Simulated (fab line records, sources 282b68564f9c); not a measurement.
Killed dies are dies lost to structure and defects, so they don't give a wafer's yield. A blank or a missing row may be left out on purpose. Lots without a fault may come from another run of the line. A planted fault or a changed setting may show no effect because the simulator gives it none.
fab line records | flow rit_cmos
record lots=13 wafers=39 last_day=7
route steps=202 shown ACTIVE@11 M1@202
lots that met no fault: from a run of the same line without faults
start_h: hours from the record's first day to the start of the lot's first wafer shown | wait_h: hours since the lot's step before | " the same as in the row above | L1.1+2: a row that stands for several wafers | - no value, or no start given | * or withheld: withheld | < > ~ a bound
route shown NAME@n: a module of which the file shows steps, and the number in the route of the first | usual: mean/standard deviation of fault-free wafers | same: alike in all rows | chamber/n: place in a boat | sites: the reading at each site | _std_site: their standard deviation | _edge_site: outer sites' mean less inner sites' | radius_mm: how far each site lies from the wafer's centre | mask NAME#n: copy n | behind: the tool/chamber that last shaped the wafer | hold: why the lot was held/for how many hours/how that ended | device: the transistor (n, p or np) that didn't switch | end of line: the same wafers' tests at the end of the route | a step without rows: its recipe alone | killed: dies lost to structure and defects at the first sort, not the wafer's yield | map: a wafer's dies, x killed, . not, _ none there
set.NAME: the setting as run; set.NAME@STEP: as run at that earlier step | model.NAME: the simulator's own value behind a step, which no gauge read
steps of the route over a sample of lots; a table a step, a row a wafer
## steps
# step RIT_ACTIVE_DEVELOP_10
# recipe resist=NOVOLAK develop_time_s=50 dev_temp_c=23
# columns lot.wafer tool chamber start_h wait_h
L846.2+5+6 litho_track-02 0 14 -
L847.1+4+6 litho_track-03 0 20 -
L848.2+5+6 litho_track-01 0 24 -
L849.2+3+6 litho_track-01 0 30 -
L850.1+2+6 litho_track-01 0 35 -
L851.2+4+6 litho_track-01 0 43 -
L852.1+4+6 litho_track-03 0 45 -
L856.1+2+4 litho_track-03 0 64 -
L859.2+3+4 litho_track-01 0 79 -
L860.2+5+6 litho_track-01 0 85 -
L863.1+4+6 litho_track-02 0 99 -
L867.2+4+6 litho_track-03 0 120 -
L868.2+3+5 litho_track-02 0 126 -
# step RIT_ACTIVE_CD_MEAS_11
# recipe target_cd_nm=1400
# usual cd_nm=1400.1/1.5
# columns lot.wafer tool chamber start_h wait_h cd_nm
L846.2 cd_sem-01 - 14.46 - 1398.8
L846.5 " - " " 1398.7
L846.6 " - " " 1399.1
L847.1 cd_sem-01 - 21.11 - 1399.4
L847.4 " - " " 1399.3
L847.6 " - " " 1399.9
L848.2 cd_sem-01 - 24.46 - 1399.2
L848.5 " - " " 1397.6
L848.6 " - " " 1399.6
L849.2 cd_sem-01 - 30.44 - 1403.1
L849.3 " - " " 1400.1
L849.6 " - " " 1402.2
L850.1 cd_sem-01 - 35.72 - 1399.3
L850.2 " - " " 1400.3
L850.6 " - " " 1398.4
L851.2 cd_sem-02 - 44.08 - 1401.6
L851.4 " - " " 1400.4
L851.6 " - " " 1401.3
L852.1 cd_sem-02 - 45.52 - 1398.3
L852.4 " - " " 1397.3
L852.6 " - " " 1399.6
L856.1 cd_sem-02 - 65.08 - 1403.5
L856.2 " - " " 1401.4
L856.4 " - " " 1402.3
L859.2 cd_sem-02 - 79.97 - 1386.0
L859.3 " - " " 1386.9
L859.4 " - " " 1386.3
L860.2 cd_sem-01 - 85.94 - 1386.7
L860.5 " - " " 1386.0
L860.6 " - " " 1385.9
L863.1 cd_sem-02 - 100.06 - 1400.1
L863.4 " - " " 1399.2
L863.6 " - " " 1400.1
L867.2 cd_sem-01 - 120.21 - 1400.0
L867.4 " - " " 1400.2
L867.6 " - " " 1399.9
L868.2 cd_sem-02 - 126.63 - 1400.4
L868.3 " - " " 1400.7
L868.5 " - " " 1399.4
# step RIT_M1_PROBE_99
# usual killed_at_contacts=0.1/0.31 killed_at_front_end=6.3/2.7 killed_dies=6.4/2.7 killed_open=3.3/2 killed_short=3/1.8
# same gross_dies=264 killed_at_M0_to_M3=0 killed_at_M4_up=0 killed_at_back_side=0 killed_at_other=0
# columns lot.wafer tool chamber start_h wait_h killed_at_contacts killed_at_front_end killed_dies killed_open killed_short
L860.2 prober-02 - 130.17 0.1 0 6 6 4 2
L860.5 prober-02 - 130.32 0.2 0 9 9 3 6
L860.6 prober-02 - 130.37 0.2 0 4 4 3 1
L863.1 prober-01 - 144.80 0.1 0 2 2 0 1
L863.4 prober-01 - 144.95 0.2 0 7 7 3 2
L863.6 prober-01 - 145.05 0.2 1 4 5 2 3
# killed by level:class
L860.2 GATE:geometric_particle:open=2 REOX:geometric_particle:open=1 REOX:geometric_particle:short=1 SPACER:geometric_particle:open=1 SPACER:geometric_particle:short=1
L860.5 FOX2:geometric_particle:short=2 FOX2:geometric_particle:open=2 GATE:geometric_particle:short=2 FOX1:geometric_particle:short=1 REOX:geometric_particle:open=1 REOX:geometric_particle:short=1
L860.6 GATE:geometric_particle:open=2 REOX:geometric_particle:short=1 REOX:geometric_particle:open=1
L863.1 FOX1:geometric_particle:short=1 NWELL:coat_microbubble_printed=1
L863.4 REOX:geometric_particle:open=3 NWELL:coat_microbubble_printed=2 GATE:geometric_particle:short=1 REOX:geometric_particle:short=1
L863.6 FOX1:geometric_particle:short=1 GATE:geometric_particle:open=1 REOX:geometric_particle:open=1 REOX:geometric_particle:short=1 CONTACT:geometric_particle:short=1
## key
first_sign step=RIT_ACTIVE_CD_MEAS_11 reading=cd_nm direction=down sigmas=9 usual=1400.1 struck=1386.3
effect none on later readings
met_at RIT_ACTIVE_DEVELOP_10
struck_lots L859,L860
tester_left_out L859,L860
onset_between 43 79
fault kind=process_parameter_drift tool=litho_track-01 chamber=- onset_h=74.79 steps=RIT_ACTIVE_DEVELOP_10 channel=develop_time_s offset=* shape=step end_h=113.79 acts_in=* stated=*
# tester_left_out: of these lots the tester's yield and bins aren't shown, on N5 and GAA mostly nor the transistor test; their killed dies are dies lost to structure and defects alone, not to doping, threshold or leakage, so they don't give the yield
